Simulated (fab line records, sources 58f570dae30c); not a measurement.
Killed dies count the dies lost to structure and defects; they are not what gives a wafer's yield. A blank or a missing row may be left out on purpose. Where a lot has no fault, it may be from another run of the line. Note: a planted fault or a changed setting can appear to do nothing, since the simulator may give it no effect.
fab line records	flow berkeley-cmos170	part 1 of 2: steps 1 to 28 of 38
record: lots: 5	wafers: 15	last-day: 12
route steps=331 shown PLDD@146 NLDD@158 SPACER@171 PSD@175
lots that met no fault: taken from a fault-free run of the same line
start-h: the number of hours between the record's first day and the start of the first shown wafer of the lot	wait-h: hours since the lot's step before	" as in the row above	L1.1+2: several wafers, shown together as one row	- value missing, or start not given	* or withheld: withheld	< > ~ a bound
route shown NAME@n: NAME is a module with steps in the file, n the number in the route of the first one	usual: the fault-free wafers' mean and standard deviation	same: alike in all rows	chamber/n: place in a boat	sites: per-site readings	_std_site: the values' standard deviation	_edge_site: mean of outer sites minus mean of inner sites	radius-mm: how far each site lies from the wafer's centre	mask NAME#n: copy n	behind: the last tool/chamber to shape the wafer	hold: what put the lot on hold/how long, in hours/how the hold closed	device: the transistor (n, p or np) that didn't switch	end of line: the same wafers' tests at the end of the route	a step given without rows: its recipe and nothing more	killed: dies lost to structure and defects at the first sort, not the wafer's yield	map: shows each die of a wafer: x if killed, . if not, _ if none is there
set.NAME: the setting that was run; set.NAME@STEP: the one run at that earlier step	model.NAME: the simulator's own value behind a step, which no gauge read
a table for each step, a row for each wafer; lots at some steps of the route
services: from which hour (start-h, from the record's first day; less than 0 if before it) a tool's chamber was out of use, for how many hours, and why
== steps ==
step: UCB170_PLDD_COAT_01
recipe: resist: KrF	spin-rpm: 1500	resist-thk-nm: 900
lot.wafer	tool	chamber	start-h	wait-h
L080.2+3+5	litho-track-03	0	175.78	0.1
L084.2+4+5	litho-track-03	0	185.34	0.1
L089.2+5+6	litho-track-04	0	236.35	0.1
L090.1+2+6	litho-track-01	0	236.80	0.1
L093.1+3+5	litho-track-04	0	245.63	0.1
step: UCB170_PLDD_SOFTBAKE_02
recipe: resist: KrF	temp-c: 130	time-s: 60
usual: heater-power-total-W: 56.80/0.047
lot.wafer	tool	chamber	start-h	wait-h	heater-power-total-W
L080.2	litho-track-03	0	175.93	0.1	56.92
L080.3	"	0	"	"	56.66
L080.5	"	0	"	"	56.78
L084.2	litho-track-03	0	185.49	0.1	56.85
L084.4	"	0	"	"	56.81
L084.5	"	0	"	"	56.84
L089.2	litho-track-04	0	236.50	0.1	56.86
L089.5	"	0	"	"	56.82
L089.6	"	0	"	"	56.84
L090.1	litho-track-01	0	236.95	0.1	56.83
L090.2	"	0	"	"	56.82
L090.6	"	0	"	"	56.79
L093.1	litho-track-04	0	245.78	0.1	56.74
L093.3	"	0	"	"	56.91
L093.5	"	0	"	"	56.79
step: UCB170_PLDD_EXPOSE_03
recipe: mask-id: PSELECT	na: 0.5	sigma-outer: 0.6	source-shape: conventional	target-cd-nm: 1200	dose-mj: 30
usual: exposure-dose-mJ-cm2: 29.973/0.027	focus-offset-nm: 0.0/0.53
lot.wafer	tool	chamber	start-h	wait-h	mask	exposure-dose-mJ-cm2	focus-offset-nm
L080.2	krf-scanner-02	0	176.07	0.1	PSELECT#0	29.934	0.1
L080.3	"	0	"	"	PSELECT#0	29.978	0.6
L080.5	"	0	"	"	PSELECT#0	29.926	0.2
L084.2	krf-scanner-01	0	185.63	0.1	PSELECT#0	29.978	0.5
L084.4	"	0	"	"	PSELECT#0	29.958	0.8
L084.5	"	0	"	"	PSELECT#0	29.945	-0.1
L089.2	krf-scanner-01	0	236.64	0.1	PSELECT#0	29.970	-0.2
L089.5	"	0	"	"	PSELECT#0	29.991	-0.2
L089.6	"	0	"	"	PSELECT#0	29.951	-0.9
L090.1	krf-scanner-02	0	237.30	0.3	PSELECT#0	29.973	0.2
L090.2	"	0	"	"	PSELECT#0	30.009	0.8
L090.6	"	0	"	"	PSELECT#0	30.000	0.6
L093.1	krf-scanner-01	0	245.93	0.1	PSELECT#0	30.006	0.0
L093.3	"	0	"	"	PSELECT#0	30.013	-0.2
L093.5	"	0	"	"	PSELECT#0	29.952	0.2
step: UCB170_PLDD_PEB_04
recipe: peb-temp-c: 130	peb-time-s: withheld	resist: KrF
usual: heater-power-total-W: 56.80/0.039
lot.wafer	tool	chamber	start-h	wait-h	heater-power-total-W
L080.2	litho-track-03	0	176.19	0.1	56.83
L080.3	"	0	"	"	56.82
L080.5	"	0	"	"	56.81
L084.2	litho-track-03	0	186.17	0.5	56.83
L084.4	"	0	"	"	56.82
L084.5	"	0	"	"	56.81
L089.2	litho-track-04	0	237.10	0.4	56.79
L089.5	"	0	"	"	56.82
L089.6	"	0	"	"	56.83
L090.1	litho-track-01	0	237.42	0.1	56.78
L090.2	"	0	"	"	56.87
L090.6	"	0	"	"	56.75
L093.1	litho-track-03	0	246.62	0.7	56.85
L093.3	"	0	"	"	56.79
L093.5	"	0	"	"	56.79
step: UCB170_PLDD_DEVELOP_05
recipe: developer: TMAH	develop-time-s: 45	resist: KrF	dev-temp-c: 21
lot.wafer	tool	chamber	start-h	wait-h
L080.2+3+5	litho-track-03	0	-	-
L084.2+4+5	litho-track-03	0	-	-
L089.2+5+6	litho-track-04	0	-	-
L090.1+2+6	litho-track-01	0	-	-
L093.1+3+5	litho-track-03	0	-	-
step: UCB170_PLDD_CD_MEAS_06
recipe: target-cd-nm: 1200
usual: cd-nm: 1200.5/1.6
lot.wafer	tool	chamber	start-h	wait-h	cd-nm
L080.2	cd-sem-01	-	176.46	-	1199.7
L080.3	"	-	"	"	1198.3
L080.5	"	-	"	"	1197.7
L084.2	cd-sem-01	-	186.44	-	1202.5
L084.4	"	-	"	"	1201.7
L084.5	"	-	"	"	1202.6
L089.2	cd-sem-01	-	237.37	-	1199.4
L089.5	"	-	"	"	1199.6
L089.6	"	-	"	"	1201.0
L090.1	cd-sem-01	-	237.69	-	1203.9
L090.2	"	-	"	"	1203.9
L090.6	"	-	"	"	1203.5
L093.1	cd-sem-01	-	246.89	-	1201.8
L093.3	"	-	"	"	1201.7
L093.5	"	-	"	"	1202.0
step: UCB170_PLDD_OVL_MEAS_07
usual: PLDD_OVL: 8/4.8
lot.wafer	tool	chamber	start-h	wait-h	PLDD_OVL[nm]
L080.2	overlay-02	-	176.57	0.1	13
L080.3	"	-	"	"	3
L080.5	"	-	"	"	11
L084.2	overlay-01	-	186.54	0.1	15
L084.4	"	-	"	"	9
L084.5	"	-	"	"	8
L089.2	overlay-02	-	237.47	0.1	6
L089.5	"	-	"	"	13
L089.6	"	-	"	"	8
L090.1	overlay-02	-	237.81	0.1	4
L090.2	"	-	"	"	10
L090.6	"	-	"	"	9
L093.1	overlay-02	-	247.01	0.1	1
L093.3	"	-	"	"	-1
L093.5	"	-	"	"	5
step: UCB170_PLDD_IMPLANT_08
recipe: species: BF2	dose-cm2: 5e+13	energy-kev: 10	tilt-deg: 7	rotation-deg: 0
usual: end-station-pressure-torr: 5.15e-06/2.8e-07
lot.wafer	tool	chamber	start-h	wait-h	end-station-pressure-torr
L080.2	implanter-03	0	176.62	0.0	4.68e-06
L080.3	"	0	"	"	4.93e-06
L080.5	"	0	"	"	4.94e-06
L084.2	implanter-04	0	186.60	0.0	5.59e-06
L084.4	"	0	"	"	5.26e-06
L084.5	"	0	"	"	5.21e-06
L089.2	implanter-02	0	237.53	0.0	5.43e-06
L089.5	"	0	"	"	5.36e-06
L089.6	"	0	"	"	5.08e-06
L090.1	implanter-03	0	237.85	0.0	5.24e-06
L090.2	"	0	"	"	5.28e-06
L090.6	"	0	"	"	4.76e-06
L093.1	implanter-02	0	247.05	0.0	4.97e-06
L093.3	"	0	"	"	5.4e-06
L093.5	"	0	"	"	5.31e-06
step: UCB170_PLDD_IMPLANT_09
recipe: species: BF2	dose-cm2: 5e+13	energy-kev: 10	tilt-deg: 7	rotation-deg: 180
usual: end-station-pressure-torr: 5.12e-06/2.5e-07
lot.wafer	tool	chamber	start-h	wait-h	end-station-pressure-torr
L080.2	implanter-03	0	176.77	0.1	4.97e-06
L080.3	"	0	"	"	4.93e-06
L080.5	"	0	"	"	5.03e-06
L084.2	implanter-04	0	186.75	0.1	5.33e-06
L084.4	"	0	"	"	4.87e-06
L084.5	"	0	"	"	4.9e-06
L089.2	implanter-02	0	237.68	0.1	5.09e-06
L089.5	"	0	"	"	5.16e-06
L089.6	"	0	"	"	5.46e-06
L090.1	implanter-03	0	238.00	0.1	5.05e-06
L090.2	"	0	"	"	4.72e-06
L090.6	"	0	"	"	5.28e-06
L093.1	implanter-02	0	247.20	0.1	4.86e-06
L093.3	"	0	"	"	5.25e-06
L093.5	"	0	"	"	5.38e-06
step: UCB170_PLDD_STRIP_10
recipe: chemistry: O2	power-w: 400	pressure-mtorr: 3500	platen-temp-c: withheld	o2-flow-sccm: 400	overash-fraction: 0.5
usual: drypump-motor-current-A: 5.9/0.5	oes-product-au: 0.735/0.0045	strip-time-to-endpoint-s: 21.64/0.073
lot.wafer	tool	chamber	start-h	wait-h	drypump-motor-current-A	oes-product-au	rf-hours-counter-h	strip-time-to-endpoint-s
L080.2	plasma-asher-03	0	176.90	0.1	5.7	0.735	40	21.70
L080.3	"	0	"	"	5.7	0.740	-	21.60
L080.5	"	1	"	"	5.1	0.731	-	21.65
L084.2	plasma-asher-03	1	186.87	0.1	5.1	0.738	41	21.71
L084.4	"	1	"	"	5.1	0.739	-	21.68
L084.5	"	1	"	"	5.1	0.728	-	21.66
L089.2	plasma-asher-02	1	237.80	0.1	6.0	0.740	51	21.52
L089.5	"	0	"	"	6.7	0.733	-	21.47
L089.6	"	1	"	"	6.0	0.743	-	21.54
L090.1	plasma-asher-03	0	238.15	0.1	5.8	0.741	46	21.65
L090.2	"	1	"	"	5.1	0.738	46	21.67
L090.6	"	0	"	"	5.7	0.738	-	21.60
L093.1	plasma-asher-02	0	247.35	0.1	6.7	0.739	52	21.65
L093.3	"	0	"	"	6.7	0.736	-	21.59
L093.5	"	0	"	"	6.8	0.734	-	21.61
step: UCB170_PLDD_TW_MEAS_11
usual: PLDD_TW: 1014/5
lot.wafer	tool	chamber	start-h	wait-h	PLDD_TW
L080.2	film-metro-01	-	177.01	0.1	1015
L080.3	"	-	"	"	1017
L080.5	"	-	"	"	1016
L084.2	film-metro-04	-	186.98	0.1	1014
L084.4	"	-	"	"	1016
L084.5	"	-	"	"	1015
L089.2	film-metro-01	-	237.91	0.1	1014
L089.5	"	-	"	"	1017
L089.6	"	-	"	"	1020
L090.1	film-metro-01	-	238.25	0.1	1012
L090.2	"	-	"	"	1015
L090.6	"	-	"	"	1018
L093.1	film-metro-03	-	247.45	0.1	1009
L093.3	"	-	"	"	1004
L093.5	"	-	"	"	1002
step: UCB170_PLDD_CLEAN_12
recipe: chemistry: SPM	temp-c: 120	time-s: 600
lot.wafer	tool	chamber	start-h	wait-h
L080.2+3+5	wet-bench-03	3	177.06	0.0
L084.2+4+5	wet-bench-03	3	187.03	0.0
L089.2+5+6	wet-bench-03	3	239.95	2.0
L090.1+2+6	wet-bench-03	0	239.95	1.7
L093.1+3+5	wet-bench-03	0	247.64	0.2
step: UCB170_NLDD_HMDS_00
recipe: prime-time-s: 60	prime-temp-c: 100
lot.wafer	tool	chamber	start-h	wait-h
L080.2+3+5	litho-track-04	0	177.26	0.0
L084.2+4+5	litho-track-02	0	187.99	0.8
L090.1+2+6	litho-track-02	0	240.33	0.2
L089.2+5+6	litho-track-04	0	240.36	0.2
L093.1+3+5	litho-track-04	0	247.82	0.0
step: UCB170_NLDD_COAT_01
recipe: resist: KrF	spin-rpm: 1500	resist-thk-nm: 900
lot.wafer	tool	chamber	start-h	wait-h
L080.2+3+5	litho-track-04	0	177.41	0.1
L084.2+4+5	litho-track-02	0	188.14	0.1
L090.1+2+6	litho-track-02	0	240.48	0.1
L089.2+5+6	litho-track-04	0	240.51	0.1
L093.1+3+5	litho-track-04	0	247.97	0.1
step: UCB170_NLDD_SOFTBAKE_02
recipe: resist: KrF	temp-c: 130	time-s: 60
usual: heater-power-total-W: 56.81/0.042
lot.wafer	tool	chamber	start-h	wait-h	heater-power-total-W
L080.2	litho-track-04	0	177.56	0.1	56.80
L080.3	"	0	"	"	56.82
L080.5	"	0	"	"	56.82
L084.2	litho-track-02	0	188.29	0.1	56.81
L084.4	"	0	"	"	56.80
L084.5	"	0	"	"	56.79
L090.1	litho-track-02	0	240.63	0.1	56.79
L090.2	"	0	"	"	56.80
L090.6	"	0	"	"	56.87
L089.2	litho-track-04	0	240.66	0.1	56.78
L089.5	"	0	"	"	56.78
L089.6	"	0	"	"	56.83
L093.1	litho-track-04	0	248.12	0.1	56.85
L093.3	"	0	"	"	56.83
L093.5	"	0	"	"	56.84
step: UCB170_NLDD_EXPOSE_03
recipe: mask-id: NSELECT	na: 0.5	sigma-outer: 0.6	source-shape: conventional	target-cd-nm: 1200	dose-mj: 30
usual: exposure-dose-mJ-cm2: 29.944/0.028	focus-offset-nm: 0.0/0.5
lot.wafer	tool	chamber	start-h	wait-h	mask	exposure-dose-mJ-cm2	focus-offset-nm
L080.2	krf-scanner-02	0	177.70	0.1	NSELECT#0	29.948	-0.1
L080.3	"	0	"	"	NSELECT#0	29.966	0.1
L080.5	"	0	"	"	NSELECT#0	29.978	0.0
L084.2	krf-scanner-01	0	188.56	0.2	NSELECT#0	29.919	0.7
L084.4	"	0	"	"	NSELECT#0	29.935	0.4
L084.5	"	0	"	"	NSELECT#0	29.952	1.0
L090.1	krf-scanner-02	0	240.78	0.1	NSELECT#0	30.001	0.0
L090.2	"	0	"	"	NSELECT#0	29.909	0.1
L090.6	"	0	"	"	NSELECT#0	29.961	0.4
L089.2	krf-scanner-01	0	241.10	0.4	NSELECT#0	29.922	-0.1
L089.5	"	0	"	"	NSELECT#0	29.849	-0.2
L089.6	"	0	"	"	NSELECT#0	29.901	0.2
L093.1	krf-scanner-01	0	248.30	0.2	NSELECT#0	29.970	1.1
L093.3	"	0	"	"	NSELECT#0	29.967	0.7
L093.5	"	0	"	"	NSELECT#0	29.994	0.4
step: UCB170_NLDD_PEB_04
recipe: peb-temp-c: 130	peb-time-s: withheld	resist: KrF
usual: heater-power-total-W: 56.80/0.046
lot.wafer	tool	chamber	start-h	wait-h	heater-power-total-W
L080.2	litho-track-02	0	177.82	0.1	56.79
L080.3	"	0	"	"	56.84
L080.5	"	0	"	"	56.82
L084.2	litho-track-01	0	188.91	0.3	56.83
L084.4	"	0	"	"	56.81
L084.5	"	0	"	"	56.82
L090.1	litho-track-02	0	241.05	0.3	56.87
L090.2	"	0	"	"	56.85
L090.6	"	0	"	"	56.76
L089.2	litho-track-04	0	241.26	0.1	56.75
L089.5	"	0	"	"	56.79
L089.6	"	0	"	"	56.77
L093.1	litho-track-01	0	248.51	0.2	56.79
L093.3	"	0	"	"	56.81
L093.5	"	0	"	"	56.75
step: UCB170_NLDD_DEVELOP_05
recipe: developer: TMAH	develop-time-s: 45	resist: KrF	dev-temp-c: 20.13
lot.wafer	tool	chamber	start-h	wait-h
L080.2+3+5	litho-track-02	0	-	-
L084.2+4+5	litho-track-01	0	-	-
L090.1+2+6	litho-track-02	0	-	-
L089.2+5+6	litho-track-04	0	-	-
L093.1+3+5	litho-track-01	0	-	-
step: UCB170_NLDD_CD_MEAS_06
recipe: target-cd-nm: 1200
usual: cd-nm: 1200.1/1.4
lot.wafer	tool	chamber	start-h	wait-h	cd-nm
L080.2	cd-sem-01	-	178.09	-	1202.0
L080.3	"	-	"	"	1201.2
L080.5	"	-	"	"	1201.5
L084.2	cd-sem-01	-	189.24	-	1202.5
L084.4	"	-	"	"	1200.7
L084.5	"	-	"	"	1201.3
L090.1	cd-sem-01	-	241.33	-	1202.3
L090.2	"	-	"	"	1201.0
L090.6	"	-	"	"	1201.9
L089.2	cd-sem-01	-	241.53	-	1199.0
L089.5	"	-	"	"	1199.6
L089.6	"	-	"	"	1197.7
L093.1	cd-sem-01	-	248.78	-	1202.4
L093.3	"	-	"	"	1202.2
L093.5	"	-	"	"	1202.5
step: UCB170_NLDD_OVL_MEAS_07
usual: NLDD_OVL: 2/6.2
lot.wafer	tool	chamber	start-h	wait-h	NLDD_OVL[nm]
L080.2	overlay-02	-	178.20	0.1	14
L080.3	"	-	"	"	9
L080.5	"	-	"	"	13
L084.2	overlay-01	-	189.35	0.1	-2
L084.4	"	-	"	"	-1
L084.5	"	-	"	"	3
L090.1	overlay-02	-	241.45	0.1	9
L090.2	"	-	"	"	11
L090.6	"	-	"	"	6
L089.2	overlay-02	-	241.63	0.1	6
L089.5	"	-	"	"	4
L089.6	"	-	"	"	7
L093.1	overlay-02	-	248.90	0.1	3
L093.3	"	-	"	"	-7
L093.5	"	-	"	"	2
step: UCB170_NLDD_IMPLANT_08
recipe: species: As	dose-cm2: 5e+13	energy-kev: 30	tilt-deg: 7	rotation-deg: 0
usual: end-station-pressure-torr: 5.17e-06/2.8e-07
lot.wafer	tool	chamber	start-h	wait-h	end-station-pressure-torr
L080.2	implanter-03	0	178.26	0.0	4.92e-06
L080.3	"	0	"	"	5.27e-06
L080.5	"	0	"	"	6.07e-06
L084.2	implanter-01	0	189.41	0.0	5.07e-06
L084.4	"	0	"	"	5.56e-06
L084.5	"	0	"	"	5.22e-06
L090.1	implanter-03	0	241.48	0.0	5.18e-06
L090.2	"	0	"	"	4.61e-06
L090.6	"	0	"	"	5.13e-06
L089.2	implanter-01	0	241.69	0.0	5.23e-06
L089.5	"	0	"	"	5.83e-06
L089.6	"	0	"	"	5.76e-06
L093.1	implanter-01	0	248.94	0.0	5.51e-06
L093.3	"	0	"	"	5.38e-06
L093.5	"	0	"	"	5.03e-06
step: UCB170_NLDD_IMPLANT_09
recipe: species: As	dose-cm2: 5e+13	energy-kev: 30	tilt-deg: 7	rotation-deg: 180
usual: end-station-pressure-torr: 5.12e-06/3e-07
lot.wafer	tool	chamber	start-h	wait-h	end-station-pressure-torr
L080.2	implanter-03	0	178.41	0.1	5.67e-06
L080.3	"	0	"	"	4.61e-06
L080.5	"	0	"	"	4.44e-06
L084.2	implanter-01	0	189.56	0.1	4.54e-06
L084.4	"	0	"	"	5.46e-06
L084.5	"	0	"	"	5.25e-06
L090.1	implanter-03	0	241.63	0.1	4.65e-06
L090.2	"	0	"	"	5.28e-06
L090.6	"	0	"	"	4.88e-06
L089.2	implanter-01	0	241.84	0.1	4.66e-06
L089.5	"	0	"	"	5.43e-06
L089.6	"	0	"	"	4.64e-06
L093.1	implanter-01	0	249.09	0.1	5.3e-06
L093.3	"	0	"	"	5.13e-06
L093.5	"	0	"	"	5.57e-06
step: UCB170_NLDD_STRIP_10
recipe: chemistry: O2	power-w: 400	pressure-mtorr: 3500	platen-temp-c: withheld	o2-flow-sccm: 400	overash-fraction: 0.5
usual: drypump-motor-current-A: 5.7/0.57	oes-product-au: 0.734/0.0048	strip-time-to-endpoint-s: 21.65/0.066
lot.wafer	tool	chamber	start-h	wait-h	drypump-motor-current-A	oes-product-au	rf-hours-counter-h	strip-time-to-endpoint-s
L080.2	plasma-asher-03	1	178.53	0.1	5.1	0.731	40	21.58
L080.3	"	0	"	"	5.8	0.743	-	21.58
L080.5	"	1	"	"	5.1	0.730	-	21.55
L084.2	plasma-asher-02	1	189.68	0.1	6.0	0.733	46	21.60
L084.4	"	0	"	"	6.7	0.737	-	21.59
L084.5	"	0	"	"	6.7	0.732	-	21.63
L090.1	plasma-asher-03	1	241.78	0.1	5.1	0.745	46	21.58
L090.2	"	0	"	"	5.8	0.743	46	21.54
L090.6	"	0	"	"	5.8	0.734	-	21.55
L089.2	plasma-asher-01	1	241.96	0.1	5.6	0.737	52	21.66
L089.5	"	0	"	"	5.0	0.731	-	21.60
L089.6	"	1	"	"	5.6	0.735	-	21.61
L093.1	plasma-asher-03	0	249.24	0.1	5.8	0.739	47	21.62
L093.3	"	1	"	"	5.1	0.734	-	21.67
L093.5	"	0	"	"	5.8	0.735	-	21.58
step: UCB170_NLDD_TW_MEAS_11
usual: NLDD_TW: 2220/14
lot.wafer	tool	chamber	start-h	wait-h	NLDD_TW
L080.2	film-metro-04	-	178.64	0.1	2238
L080.3	"	-	"	"	2234
L080.5	"	-	"	"	2239
L084.2	film-metro-04	-	189.79	0.1	2234
L084.4	"	-	"	"	2231
L084.5	"	-	"	"	2236
L090.1	film-metro-04	-	241.88	0.1	2193
L090.2	"	-	"	"	2183
L090.6	"	-	"	"	2207
L089.2	film-metro-01	-	242.07	0.1	2232
L089.5	"	-	"	"	2227
L089.6	"	-	"	"	2232
L093.1	film-metro-03	-	249.34	0.1	2206
L093.3	"	-	"	"	2197
L093.5	"	-	"	"	2211
step: UCB170_NLDD_CLEAN_12
recipe: chemistry: SPM	temp-c: 120	time-s: 600
lot.wafer	tool	chamber	start-h	wait-h
L080.2+3+5	wet-bench-04	2	179.45	0.8
L084.2+4+5	wet-bench-01	0	190.56	0.8
L090.1+2+6	wet-bench-03	1	242.01	0.1
L089.2+5+6	wet-bench-03	1	242.19	0.1
L093.1+3+5	wet-bench-03	1	249.68	0.3
step: UCB170_SPACER_CVD_00
recipe: material: SiO2	target-thk-nm: 376	temp-c: 390	precursor: TEOS/O2	time-s: 47	rf-w: 550	pressure-mtorr: 9000
usual: heater-power-w: 274/58
lot.wafer	tool	chamber	start-h	wait-h	heater-power-w	since-wet-clean-h
L080.2	pecvd-01	1	179.64	0.0	323	151
L080.3	"	0	"	"	336	151
L080.5	"	1	"	"	328	-
L084.2	pecvd-04	2	190.91	0.0	257	376
L084.4	"	0	"	"	322	-
L084.5	"	1	"	"	224	-
L090.1	pecvd-04	1	242.19	0.0	313	428
L090.2	"	2	"	"	228	428
L090.6	"	2	"	"	239	-
L089.2	pecvd-02	0	242.36	0.0	223	321
L089.5	"	2	"	"	260	-
L089.6	"	1	"	"	242	-
L093.1	pecvd-02	0	249.86	0.0	195	328
L093.3	"	2	"	"	232	328
L093.5	"	2	"	"	245	-
step: UCB170_SPACER_THK_MEAS_01
recipe: reads: SiO2_of_SPACER_CVD_00
usual: SPACER_TEOS_THK: 375/5.3
lot.wafer	tool	chamber	start-h	wait-h	SPACER_TEOS_THK[nm]
L080.2	film-metro-04	-	179.69	0.0	376
L080.3	"	-	"	"	373
L080.5	"	-	"	"	382
L084.2	film-metro-04	-	190.97	0.0	368
L084.4	"	-	"	"	372
L084.5	"	-	"	"	384
L090.1	film-metro-04	-	242.23	0.0	373
L090.2	"	-	"	"	373
L090.6	"	-	"	"	376
L089.2	film-metro-02	-	242.42	0.0	383
L089.5	"	-	"	"	381
L089.6	"	-	"	"	378
L093.1	film-metro-02	-	249.90	0.0	379
L093.3	"	-	"	"	373
L093.5	"	-	"	"	382
step: UCB170_SPACER_ANNEAL_02
recipe: temp-c: 900	time-s: 1800	ambient: N2
usual: spike-tc-source-C: 921.4/2.7
lot.wafer	tool	chamber	start-h	wait-h	spike-tc-source-C
L080.2	furnace-04	0	183.20	3.5	916.9
L080.3	"	0	"	"	917.1
L080.5	"	0	"	"	919.2
L084.2	furnace-04	0	196.91	5.9	916.6
L084.4	"	0	"	"	918.0
L084.5	"	0	"	"	918.4
L089.2	furnace-04	0	246.23	3.8	917.8
L089.5	"	0	"	"	918.9
L089.6	"	0	"	"	917.1
L090.1	furnace-04	0	246.23	4.0	918.4
L090.2	"	0	"	"	920.1
L090.6	"	0	"	"	917.9
L093.1	furnace-02	0	252.76	2.8	924.1
L093.3	"	0	"	"	922.8
L093.5	"	0	"	"	926.9
